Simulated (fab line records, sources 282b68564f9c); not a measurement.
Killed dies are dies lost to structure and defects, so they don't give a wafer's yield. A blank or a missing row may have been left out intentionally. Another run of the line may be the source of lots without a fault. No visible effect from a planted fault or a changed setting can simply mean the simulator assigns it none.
fab line records / flow rit-cmos
record lots=6 wafers=18 last-day=7
route steps=202 shown GATE@86 REOX@98 M1@202
lots that met no fault: taken from a fault-free run of the same line
start-h: hours from the record's first day to the start of the lot's first wafer shown / wait-h: how many hours have passed since the lot's step before this one / " unchanged from the row above / L1.1+2: several wafers, shown together as one row / - no value, or no start given / * or withheld: withheld / < > ~ a bound
route shown NAME@n: NAME is a module with steps in the file, n the number in the route of the first one / usual: mean/standard deviation of fault-free wafers / same: alike in all rows / chamber/n: place in a boat / sites: readings site by site / _std_site: the values' standard deviation / _edge_site: inner sites' mean taken away from outer sites' mean / radius-mm: for every site, how far away it sits from the centre of the wafer / mask NAME#n: copy n / behind: tool/chamber where the wafer was last shaped / hold: why the lot went on hold/how many hours it stayed there/how the hold came to an end / device: whichever transistor did not switch (one of n, p or np) / end of line: the route-end tests of the same wafers / a step without rows: its recipe alone / killed: at the first sort, the dies lost to defects and structure; wafer yield is something else / map: dies across one wafer; x = killed, . = not, _ = none there
set.NAME: the setting the step ran with; set.NAME@STEP: the setting that earlier step ran with / model.NAME: the simulator's own value behind a step, which no gauge read
lots at some steps of the route; a table a step, a row a wafer
services: from which hour (start-h, from the record's first day; less than 0 if before it) a tool's chamber was out of use, for how many hours, and why
## steps
# step RIT_GATE_HMDS_10
# recipe prime-time-s=60 prime-temp-c=140
# step RIT_GATE_COAT_11
# recipe resist=NOVOLAK spin-rpm=4250 resist-thk-nm=850
# step RIT_GATE_SOFTBAKE_12
# recipe resist=NOVOLAK temp-c=90 time-s=60
# step RIT_GATE_EXPOSE_13
# recipe mask-id=M6 na=0.6 source-shape=conventional sigma-outer=0.6 target-cd-nm=150 dose-mj=380
# step RIT_GATE_PEB_14
# recipe resist=NOVOLAK temp-c=withheld time-s=withheld
# step RIT_GATE_DEVELOP_15
# recipe resist=NOVOLAK develop-time-s=50 dev-temp-c=23
# step RIT_GATE_CD_MEAS_16
# recipe target-cd-nm=150
# usual cd-nm=150.1/2.2
lot.wafer=L177.1 tool=cd-sem-02 chamber=- start-h=55.61 wait-h=- cd-nm=150.5
lot.wafer=L177.2 tool=cd-sem-02 chamber=- start-h=55.61 wait-h=- cd-nm=151.6
lot.wafer=L177.5 tool=cd-sem-02 chamber=- start-h=55.61 wait-h=- cd-nm=152.2
lot.wafer=L178.3 tool=cd-sem-01 chamber=- start-h=58.86 wait-h=- cd-nm=150.6
lot.wafer=L178.4 tool=cd-sem-01 chamber=- start-h=58.86 wait-h=- cd-nm=151.6
lot.wafer=L178.5 tool=cd-sem-01 chamber=- start-h=58.86 wait-h=- cd-nm=151.2
lot.wafer=L191.1 tool=cd-sem-02 chamber=- start-h=128.68 wait-h=- cd-nm=147.3
lot.wafer=L191.2 tool=cd-sem-02 chamber=- start-h=128.68 wait-h=- cd-nm=145.5
lot.wafer=L191.3 tool=cd-sem-02 chamber=- start-h=128.68 wait-h=- cd-nm=145.0
lot.wafer=L192.2 tool=cd-sem-01 chamber=- start-h=137.22 wait-h=- cd-nm=147.1
lot.wafer=L192.4 tool=cd-sem-01 chamber=- start-h=137.22 wait-h=- cd-nm=148.3
lot.wafer=L192.6 tool=cd-sem-01 chamber=- start-h=137.22 wait-h=- cd-nm=147.4
lot.wafer=L194.1 tool=cd-sem-01 chamber=- start-h=141.34 wait-h=- cd-nm=146.9
lot.wafer=L194.2 tool=cd-sem-01 chamber=- start-h=141.34 wait-h=- cd-nm=148.4
lot.wafer=L194.3 tool=cd-sem-01 chamber=- start-h=141.34 wait-h=- cd-nm=147.3
lot.wafer=L195.2 tool=cd-sem-01 chamber=- start-h=143.86 wait-h=- cd-nm=149.2
lot.wafer=L195.5 tool=cd-sem-01 chamber=- start-h=143.86 wait-h=- cd-nm=148.7
lot.wafer=L195.6 tool=cd-sem-01 chamber=- start-h=143.86 wait-h=- cd-nm=148.9
# step RIT_GATE_OVL_MEAS_17
# usual GATE_OVL=0.9/1.2
lot.wafer=L177.1 tool=overlay-02 chamber=- start-h=55.73 wait-h=0.1 GATE_OVL[nm]=1.0
lot.wafer=L177.2 tool=overlay-02 chamber=- start-h=55.73 wait-h=0.1 GATE_OVL[nm]=0.0
lot.wafer=L177.5 tool=overlay-02 chamber=- start-h=55.73 wait-h=0.1 GATE_OVL[nm]=1.2
lot.wafer=L178.3 tool=overlay-02 chamber=- start-h=58.95 wait-h=0.1 GATE_OVL[nm]=-0.9
lot.wafer=L178.4 tool=overlay-02 chamber=- start-h=58.95 wait-h=0.1 GATE_OVL[nm]=0.9
lot.wafer=L178.5 tool=overlay-02 chamber=- start-h=58.95 wait-h=0.1 GATE_OVL[nm]=1.5
lot.wafer=L191.1 tool=overlay-02 chamber=- start-h=128.80 wait-h=0.1 GATE_OVL[nm]=1.2
lot.wafer=L191.2 tool=overlay-02 chamber=- start-h=128.80 wait-h=0.1 GATE_OVL[nm]=1.7
lot.wafer=L191.3 tool=overlay-02 chamber=- start-h=128.80 wait-h=0.1 GATE_OVL[nm]=1.6
lot.wafer=L192.2 tool=overlay-01 chamber=- start-h=137.32 wait-h=0.1 GATE_OVL[nm]=2.0
lot.wafer=L192.4 tool=overlay-01 chamber=- start-h=137.32 wait-h=0.1 GATE_OVL[nm]=2.3
lot.wafer=L192.6 tool=overlay-01 chamber=- start-h=137.32 wait-h=0.1 GATE_OVL[nm]=1.8
lot.wafer=L194.1 tool=overlay-01 chamber=- start-h=141.46 wait-h=0.1 GATE_OVL[nm]=0.9
lot.wafer=L194.2 tool=overlay-01 chamber=- start-h=141.46 wait-h=0.1 GATE_OVL[nm]=0.0
lot.wafer=L194.3 tool=overlay-01 chamber=- start-h=141.46 wait-h=0.1 GATE_OVL[nm]=0.3
lot.wafer=L195.2 tool=overlay-02 chamber=- start-h=143.97 wait-h=0.1 GATE_OVL[nm]=0.4
lot.wafer=L195.5 tool=overlay-02 chamber=- start-h=143.97 wait-h=0.1 GATE_OVL[nm]=-0.6
lot.wafer=L195.6 tool=overlay-02 chamber=- start-h=143.97 wait-h=0.1 GATE_OVL[nm]=1.8
# step RIT_GATE_HARDBAKE_18
# recipe resist=NOVOLAK temp-c=140 time-s=60
# step RIT_GATE_ETCH_19
# recipe chemistry=SF6/CHF3/O2 time-s=165 SF6_flow_sccm=30 CHF3_flow_sccm=30 O2_flow_sccm=5 target=poly-Si pressure-mtorr=40 rf-w=160 target-depth-a=3125 over-etch-frac=0.25 stop-on=SiO2
# usual drypump-motor-current-A=6.03/0.19 oes-product-au=0.851/0.017 throttle-valve-pct=10.25/0.17
lot.wafer=L177.1 tool=rie-si-01 chamber=2 start-h=55.92 wait-h=0.1 drypump-motor-current-A=5.73 oes-product-au=0.855 rf-hours-counter-h=93 throttle-valve-pct=10.14
lot.wafer=L177.2 tool=rie-si-01 chamber=3 start-h=55.92 wait-h=0.1 drypump-motor-current-A=6.23 oes-product-au=0.860 rf-hours-counter-h=112 throttle-valve-pct=10.15
lot.wafer=L177.5 tool=rie-si-01 chamber=2 start-h=55.92 wait-h=0.1 drypump-motor-current-A=5.73 oes-product-au=0.861 rf-hours-counter-h=- throttle-valve-pct=10.15
lot.wafer=L178.3 tool=rie-si-02 chamber=0 start-h=59.13 wait-h=0.1 drypump-motor-current-A=5.78 oes-product-au=0.852 rf-hours-counter-h=140 throttle-valve-pct=10.56
lot.wafer=L178.4 tool=rie-si-02 chamber=2 start-h=59.13 wait-h=0.1 drypump-motor-current-A=5.97 oes-product-au=0.849 rf-hours-counter-h=127 throttle-valve-pct=10.12
lot.wafer=L178.5 tool=rie-si-02 chamber=0 start-h=59.13 wait-h=0.1 drypump-motor-current-A=5.78 oes-product-au=0.850 rf-hours-counter-h=- throttle-valve-pct=10.54
lot.wafer=L191.1 tool=rie-si-02 chamber=3 start-h=128.98 wait-h=0.1 drypump-motor-current-A=6.24 oes-product-au=0.826 rf-hours-counter-h=0 throttle-valve-pct=10.42
lot.wafer=L191.2 tool=rie-si-02 chamber=2 start-h=128.98 wait-h=0.1 drypump-motor-current-A=5.97 oes-product-au=0.864 rf-hours-counter-h=128 throttle-valve-pct=10.10
lot.wafer=L191.3 tool=rie-si-02 chamber=1 start-h=128.98 wait-h=0.1 drypump-motor-current-A=6.27 oes-product-au=0.815 rf-hours-counter-h=52 throttle-valve-pct=10.34
lot.wafer=L192.2 tool=rie-si-01 chamber=0 start-h=137.50 wait-h=0.1 drypump-motor-current-A=5.95 oes-product-au=0.865 rf-hours-counter-h=61 throttle-valve-pct=9.99
lot.wafer=L192.4 tool=rie-si-01 chamber=3 start-h=137.50 wait-h=0.1 drypump-motor-current-A=6.26 oes-product-au=0.858 rf-hours-counter-h=113 throttle-valve-pct=10.16
lot.wafer=L192.6 tool=rie-si-01 chamber=0 start-h=137.50 wait-h=0.1 drypump-motor-current-A=6.04 oes-product-au=0.864 rf-hours-counter-h=- throttle-valve-pct=9.99
lot.wafer=L194.1 tool=rie-si-01 chamber=1 start-h=141.65 wait-h=0.1 drypump-motor-current-A=6.12 oes-product-au=0.857 rf-hours-counter-h=0 throttle-valve-pct=10.26
lot.wafer=L194.2 tool=rie-si-01 chamber=2 start-h=141.65 wait-h=0.1 drypump-motor-current-A=5.71 oes-product-au=0.847 rf-hours-counter-h=93 throttle-valve-pct=10.14
lot.wafer=L194.3 tool=rie-si-01 chamber=0 start-h=141.65 wait-h=0.1 drypump-motor-current-A=5.94 oes-product-au=0.857 rf-hours-counter-h=61 throttle-valve-pct=10.00
lot.wafer=L195.2 tool=rie-si-02 chamber=2 start-h=144.15 wait-h=0.1 drypump-motor-current-A=6.05 oes-product-au=0.861 rf-hours-counter-h=128 throttle-valve-pct=10.12
lot.wafer=L195.5 tool=rie-si-02 chamber=2 start-h=144.15 wait-h=0.1 drypump-motor-current-A=5.94 oes-product-au=0.866 rf-hours-counter-h=- throttle-valve-pct=10.12
lot.wafer=L195.6 tool=rie-si-02 chamber=3 start-h=144.15 wait-h=0.1 drypump-motor-current-A=6.18 oes-product-au=0.829 rf-hours-counter-h=- throttle-valve-pct=10.41
# step RIT_GATE_STRIP_20
# recipe chemistry=O2 time-s=180 resist=NOVOLAK platen-temp-c=withheld power-w=500 pressure-mtorr=4000 o2-flow-sccm=4000
# usual drypump-motor-current-A=5.64/0.19
lot.wafer=L177.1 tool=plasma-asher-04 chamber=0 start-h=56.02 wait-h=0.1 drypump-motor-current-A=5.64 rf-hours-counter-h=40
lot.wafer=L177.2 tool=plasma-asher-04 chamber=1 start-h=56.02 wait-h=0.1 drypump-motor-current-A=5.28 rf-hours-counter-h=40
lot.wafer=L177.5 tool=plasma-asher-04 chamber=0 start-h=56.02 wait-h=0.1 drypump-motor-current-A=5.68 rf-hours-counter-h=-
lot.wafer=L178.3 tool=plasma-asher-01 chamber=1 start-h=59.29 wait-h=0.1 drypump-motor-current-A=5.66 rf-hours-counter-h=-
lot.wafer=L178.4 tool=plasma-asher-01 chamber=0 start-h=59.29 wait-h=0.1 drypump-motor-current-A=5.72 rf-hours-counter-h=-
lot.wafer=L178.5 tool=plasma-asher-01 chamber=0 start-h=59.29 wait-h=0.1 drypump-motor-current-A=5.72 rf-hours-counter-h=-
lot.wafer=L191.1 tool=plasma-asher-01 chamber=0 start-h=129.09 wait-h=0.1 drypump-motor-current-A=5.73 rf-hours-counter-h=1
lot.wafer=L191.2 tool=plasma-asher-01 chamber=1 start-h=129.09 wait-h=0.1 drypump-motor-current-A=5.66 rf-hours-counter-h=1
lot.wafer=L191.3 tool=plasma-asher-01 chamber=1 start-h=129.09 wait-h=0.1 drypump-motor-current-A=5.65 rf-hours-counter-h=-
lot.wafer=L192.2 tool=plasma-asher-03 chamber=0 start-h=137.61 wait-h=0.1 drypump-motor-current-A=5.91 rf-hours-counter-h=49
lot.wafer=L192.4 tool=plasma-asher-03 chamber=1 start-h=137.61 wait-h=0.1 drypump-motor-current-A=5.66 rf-hours-counter-h=-
lot.wafer=L192.6 tool=plasma-asher-03 chamber=0 start-h=137.61 wait-h=0.1 drypump-motor-current-A=5.92 rf-hours-counter-h=-
lot.wafer=L194.1 tool=plasma-asher-04 chamber=0 start-h=141.75 wait-h=0.1 drypump-motor-current-A=5.65 rf-hours-counter-h=49
lot.wafer=L194.2 tool=plasma-asher-04 chamber=1 start-h=141.75 wait-h=0.1 drypump-motor-current-A=5.27 rf-hours-counter-h=49
lot.wafer=L194.3 tool=plasma-asher-04 chamber=0 start-h=141.75 wait-h=0.1 drypump-motor-current-A=5.65 rf-hours-counter-h=-
lot.wafer=L195.2 tool=plasma-asher-01 chamber=1 start-h=144.26 wait-h=0.1 drypump-motor-current-A=5.64 rf-hours-counter-h=3
lot.wafer=L195.5 tool=plasma-asher-01 chamber=1 start-h=144.26 wait-h=0.1 drypump-motor-current-A=5.65 rf-hours-counter-h=-
lot.wafer=L195.6 tool=plasma-asher-01 chamber=0 start-h=144.26 wait-h=0.1 drypump-motor-current-A=5.70 rf-hours-counter-h=-
# step RIT_GATE_CD_MEAS_90
# recipe target-cd-nm=150
# usual cd-nm=150.1/2.2
lot.wafer=L177.1 tool=cd-sem-02 chamber=- start-h=56.20 wait-h=0.1 cd-nm=150.6
lot.wafer=L177.2 tool=cd-sem-02 chamber=- start-h=56.20 wait-h=0.1 cd-nm=151.6
lot.wafer=L177.5 tool=cd-sem-02 chamber=- start-h=56.20 wait-h=0.1 cd-nm=152.1
lot.wafer=L178.3 tool=cd-sem-02 chamber=- start-h=59.45 wait-h=0.1 cd-nm=151.1
lot.wafer=L178.4 tool=cd-sem-02 chamber=- start-h=59.45 wait-h=0.1 cd-nm=151.9
lot.wafer=L178.5 tool=cd-sem-02 chamber=- start-h=59.45 wait-h=0.1 cd-nm=151.2
lot.wafer=L191.1 tool=cd-sem-01 chamber=- start-h=129.27 wait-h=0.1 cd-nm=147.0
lot.wafer=L191.2 tool=cd-sem-01 chamber=- start-h=129.27 wait-h=0.1 cd-nm=145.6
lot.wafer=L191.3 tool=cd-sem-01 chamber=- start-h=129.27 wait-h=0.1 cd-nm=144.7
lot.wafer=L192.2 tool=cd-sem-02 chamber=- start-h=137.81 wait-h=0.1 cd-nm=147.1
lot.wafer=L192.4 tool=cd-sem-02 chamber=- start-h=137.81 wait-h=0.1 cd-nm=147.9
lot.wafer=L192.6 tool=cd-sem-02 chamber=- start-h=137.81 wait-h=0.1 cd-nm=147.6
lot.wafer=L194.1 tool=cd-sem-02 chamber=- start-h=141.93 wait-h=0.1 cd-nm=147.2
lot.wafer=L194.2 tool=cd-sem-02 chamber=- start-h=141.93 wait-h=0.1 cd-nm=148.2
lot.wafer=L194.3 tool=cd-sem-02 chamber=- start-h=141.93 wait-h=0.1 cd-nm=147.1
lot.wafer=L195.2 tool=cd-sem-01 chamber=- start-h=144.45 wait-h=0.1 cd-nm=149.3
lot.wafer=L195.5 tool=cd-sem-01 chamber=- start-h=144.45 wait-h=0.1 cd-nm=148.5
lot.wafer=L195.6 tool=cd-sem-01 chamber=- start-h=144.45 wait-h=0.1 cd-nm=148.8
# step RIT_REOX_CLEAN_00
# recipe chemistry=SC1 mix=3:3:50 time-s=600 temp-c=75
# usual run-length-s=628/3.7
lot.wafer=L177.1 tool=wet-bench-01 chamber=3 start-h=56.32 wait-h=0.1 run-length-s=626
lot.wafer=L177.2 tool=wet-bench-01 chamber=3 start-h=56.32 wait-h=0.1 run-length-s=626
lot.wafer=L177.5 tool=wet-bench-01 chamber=3 start-h=56.32 wait-h=0.1 run-length-s=626
lot.wafer=L178.3 tool=wet-bench-04 chamber=2 start-h=59.53 wait-h=0.1 run-length-s=624
lot.wafer=L178.4 tool=wet-bench-04 chamber=2 start-h=59.53 wait-h=0.1 run-length-s=624
lot.wafer=L178.5 tool=wet-bench-04 chamber=2 start-h=59.53 wait-h=0.1 run-length-s=624
lot.wafer=L191.1 tool=wet-bench-01 chamber=3 start-h=129.39 wait-h=0.1 run-length-s=542
lot.wafer=L191.2 tool=wet-bench-01 chamber=3 start-h=129.39 wait-h=0.1 run-length-s=542
lot.wafer=L191.3 tool=wet-bench-01 chamber=3 start-h=129.39 wait-h=0.1 run-length-s=542
lot.wafer=L192.2 tool=wet-bench-02 chamber=0 start-h=137.91 wait-h=0.1 run-length-s=625
lot.wafer=L192.4 tool=wet-bench-02 chamber=0 start-h=137.91 wait-h=0.1 run-length-s=625
lot.wafer=L192.6 tool=wet-bench-02 chamber=0 start-h=137.91 wait-h=0.1 run-length-s=625
lot.wafer=L194.1 tool=wet-bench-01 chamber=3 start-h=142.05 wait-h=0.1 run-length-s=550
lot.wafer=L194.2 tool=wet-bench-01 chamber=3 start-h=142.05 wait-h=0.1 run-length-s=550
lot.wafer=L194.3 tool=wet-bench-01 chamber=3 start-h=142.05 wait-h=0.1 run-length-s=550
lot.wafer=L195.2 tool=wet-bench-01 chamber=1 start-h=144.55 wait-h=0.1 run-length-s=635
lot.wafer=L195.5 tool=wet-bench-01 chamber=1 start-h=144.55 wait-h=0.1 run-length-s=635
lot.wafer=L195.6 tool=wet-bench-01 chamber=1 start-h=144.55 wait-h=0.1 run-length-s=635
# step RIT_REOX_CLEAN_01
# recipe chemistry=dHF dilution=50:1 time-s=30.56
# step RIT_M1_PROBE_99
# usual killed-at-front-end=6.9/2.9 killed-dies=7.0/2.9 killed-open=3.4/2.1 killed-short=3.5/1.8
# same gross-dies=264 killed_at_M0_to_M3=0 killed_at_M4_up=0 killed-at-back-side=0 killed-at-contacts=0 killed-at-other=0
lot.wafer=L177.1 tool=prober-02 chamber=- start-h=76.54 wait-h=0.1 killed-at-front-end=6 killed-dies=6 killed-open=1 killed-short=5
lot.wafer=L177.2 tool=prober-02 chamber=- start-h=76.59 wait-h=0.1 killed-at-front-end=3 killed-dies=3 killed-open=2 killed-short=1
lot.wafer=L177.5 tool=prober-02 chamber=- start-h=76.74 wait-h=0.2 killed-at-front-end=2 killed-dies=2 killed-open=1 killed-short=1
lot.wafer=L178.3 tool=prober-01 chamber=- start-h=79.80 wait-h=0.2 killed-at-front-end=6 killed-dies=6 killed-open=3 killed-short=3
lot.wafer=L178.4 tool=prober-01 chamber=- start-h=79.85 wait-h=0.2 killed-at-front-end=10 killed-dies=10 killed-open=4 killed-short=6
lot.wafer=L178.5 tool=prober-01 chamber=- start-h=79.90 wait-h=0.2 killed-at-front-end=5 killed-dies=5 killed-open=0 killed-short=5
lot.wafer=L191.1 tool=prober-02 chamber=- start-h=148.94 wait-h=0.1 killed-at-front-end=6 killed-dies=6 killed-open=5 killed-short=1
lot.wafer=L191.2 tool=prober-02 chamber=- start-h=148.99 wait-h=0.1 killed-at-front-end=6 killed-dies=6 killed-open=2 killed-short=4
lot.wafer=L191.3 tool=prober-02 chamber=- start-h=149.04 wait-h=0.2 killed-at-front-end=11 killed-dies=11 killed-open=4 killed-short=7
lot.wafer=L192.2 tool=prober-01 chamber=- start-h=157.85 wait-h=0.1 killed-at-front-end=10 killed-dies=10 killed-open=5 killed-short=5
lot.wafer=L192.4 tool=prober-01 chamber=- start-h=157.95 wait-h=0.2 killed-at-front-end=8 killed-dies=8 killed-open=4 killed-short=4
lot.wafer=L192.6 tool=prober-01 chamber=- start-h=158.05 wait-h=0.2 killed-at-front-end=6 killed-dies=6 killed-open=3 killed-short=3
lot.wafer=L194.1 tool=prober-01 chamber=- start-h=162.78 wait-h=0.1 killed-at-front-end=10 killed-dies=10 killed-open=6 killed-short=4
lot.wafer=L194.2 tool=prober-01 chamber=- start-h=162.83 wait-h=0.1 killed-at-front-end=3 killed-dies=3 killed-open=3 killed-short=0
lot.wafer=L194.3 tool=prober-01 chamber=- start-h=162.88 wait-h=0.2 killed-at-front-end=7 killed-dies=7 killed-open=3 killed-short=4
lot.wafer=L195.2 tool=prober-02 chamber=- start-h=165.00 wait-h=0.1 killed-at-front-end=4 killed-dies=4 killed-open=2 killed-short=2
lot.wafer=L195.5 tool=prober-02 chamber=- start-h=165.15 wait-h=0.2 killed-at-front-end=9 killed-dies=9 killed-open=5 killed-short=4
lot.wafer=L195.6 tool=prober-02 chamber=- start-h=165.20 wait-h=0.2 killed-at-front-end=8 killed-dies=8 killed-open=3 killed-short=5
# killed by level:class
L177.1 GATE:geometric-particle:short=3 SPACER:geometric-particle:short=1 SILICIDE:geometric-particle:open=1 SILICIDE:geometric-particle:short=1
L177.2 GATE:geometric-particle:open=1 REOX:geometric-particle:short=1 REOX:geometric-particle:open=1
L177.5 GATE:geometric-particle:open=1 GATE:geometric-particle:short=1
L178.3 REOX:geometric-particle:open=3 FOX1:geometric-particle:short=2 GATE:geometric-particle:short=1
L178.4 GATE:geometric-particle:open=3 GATE:geometric-particle:short=2 FOX2:geometric-particle:open=1 FOX2:geometric-particle:short=1 REOX:geometric-particle:short=1 SPACER:geometric-particle:short=1 SILICIDE:geometric-particle:short=1
L178.5 FOX2:geometric-particle:short=2 GATE:geometric-particle:short=1 REOX:geometric-particle:short=1 SILICIDE:geometric-particle:short=1
L191.1 GATE:geometric-particle:open=3 REOX:geometric-particle:open=2 REOX:geometric-particle:short=1
L191.2 GATE:geometric-particle:short=3 ACTIVE:geometric-particle:open=1 REOX:geometric-particle:short=1 SILICIDE:geometric-particle:open=1
L191.3 GATE:geometric-particle:short=4 GATE:geometric-particle:open=3 FOX2:geometric-particle:short=2 FOX1:geometric-particle:short=1 REOX:geometric-particle:open=1
L192.2 GATE:geometric-particle:open=3 GATE:geometric-particle:short=2 SPACER:geometric-particle:short=2 FOX1:geometric-particle:short=1 FOX2:geometric-particle:open=1 SILICIDE:geometric-particle:open=1
L192.4 SILICIDE:geometric-particle:short=2 GATE:geometric-particle:open=1 REOX:geometric-particle:open=1 REOX:geometric-particle:short=1 SPACER:geometric-particle:short=1 SPACER:geometric-particle:open=1 SILICIDE:geometric-particle:open=1
L192.6 GATE:geometric-particle:open=3 FOX1:geometric-particle:short=1 GATE:geometric-particle:short=1 REOX:geometric-particle:short=1
L194.1 REOX:geometric-particle:short=3 REOX:geometric-particle:open=2 SPACER:geometric-particle:open=2 FOX1:geometric-particle:open=1 FOX2:geometric-particle:open=1 SILICIDE:geometric-particle:short=1
L194.2 FOX2:geometric-particle:open=1 GATE:geometric-particle:open=1 SPACER:geometric-particle:open=1
L194.3 SILICIDE:geometric-particle:short=2 FOX2:geometric-particle:open=1 FOX2:geometric-particle:short=1 REOX:geometric-particle:short=1 REOX:geometric-particle:open=1 SILICIDE:geometric-particle:open=1
L195.2 SPACER:geometric-particle:short=2 FOX2:geometric-particle:open=1 SPACER:geometric-particle:open=1
L195.5 GATE:geometric-particle:open=4 GATE:geometric-particle:short=2 FOX1:geometric-particle:short=1 REOX:geometric-particle:short=1 SPACER:geometric-particle:open=1
L195.6 REOX:geometric-particle:short=3 GATE:geometric-particle:open=2 FOX2:geometric-particle:short=1 REOX:geometric-particle:open=1 SILICIDE:geometric-particle:short=1
## services
tool=plasma-asher-04 chamber=- start-h=37.92 hours=1.1 kind=repair
tool=rie-si-01 chamber=0 start-h=45.38 hours=2.4 kind=repair
tool=rie-si-01 chamber=1 start-h=55.49 hours=- kind=clean
tool=rie-si-01 chamber=1 start-h=55.49 hours=21.2 kind=scheduled-down
tool=rie-si-01 chamber=1 start-h=55.49 hours=21.2 kind=vent-cycle
tool=rie-si-02 chamber=3 start-h=77.50 hours=- kind=clean
tool=rie-si-02 chamber=3 start-h=77.50 hours=18.2 kind=scheduled-down
tool=rie-si-02 chamber=3 start-h=77.50 hours=18.2 kind=vent-cycle
tool=rie-si-02 chamber=1 start-h=91.66 hours=2.4 kind=repair
tool=plasma-asher-01 chamber=- start-h=108.75 hours=9.0 kind=pm
tool=plasma-asher-01 chamber=0 start-h=108.75 hours=9.0 kind=vent-cycle
tool=plasma-asher-01 chamber=1 start-h=108.75 hours=9.0 kind=vent-cycle
tool=plasma-asher-01 chamber=0 start-h=117.75 hours=- kind=clean
tool=plasma-asher-01 chamber=1 start-h=117.75 hours=- kind=clean
tool=rie-si-01 chamber=- start-h=119.35 hours=14.6 kind=pm
tool=rie-si-02 chamber=1 start-h=135.92 hours=5.5 kind=repair
tool=plasma-asher-04 chamber=- start-h=143.32 hours=2.8 kind=pm
## key
first-sign step=RIT_REOX_CLEAN_00 reading=run-length-s direction=down sigmas=22 usual=* struck=*
effect none on later readings
met-at RIT_REOX_CLEAN_00
struck-wafers L191.1,L191.2,L191.3,L194.1,L194.2,L194.3
tester-left-out L191,L194
onset-between 56.32 129.39
fault kind=process-parameter-drift tool=wet-bench-01 chamber=3 onset-h=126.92 steps=RIT_REOX_CLEAN_00 channel=time-s offset=* shape=step end-h=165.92 acts-in=* stated=*
# tester-left-out: of these lots the tester's yield and bins aren't shown, on N5 and GAA mostly nor the transistor test; their killed dies are dies lost to structure and defects alone, not to doping, threshold or leakage, so they don't give the yield
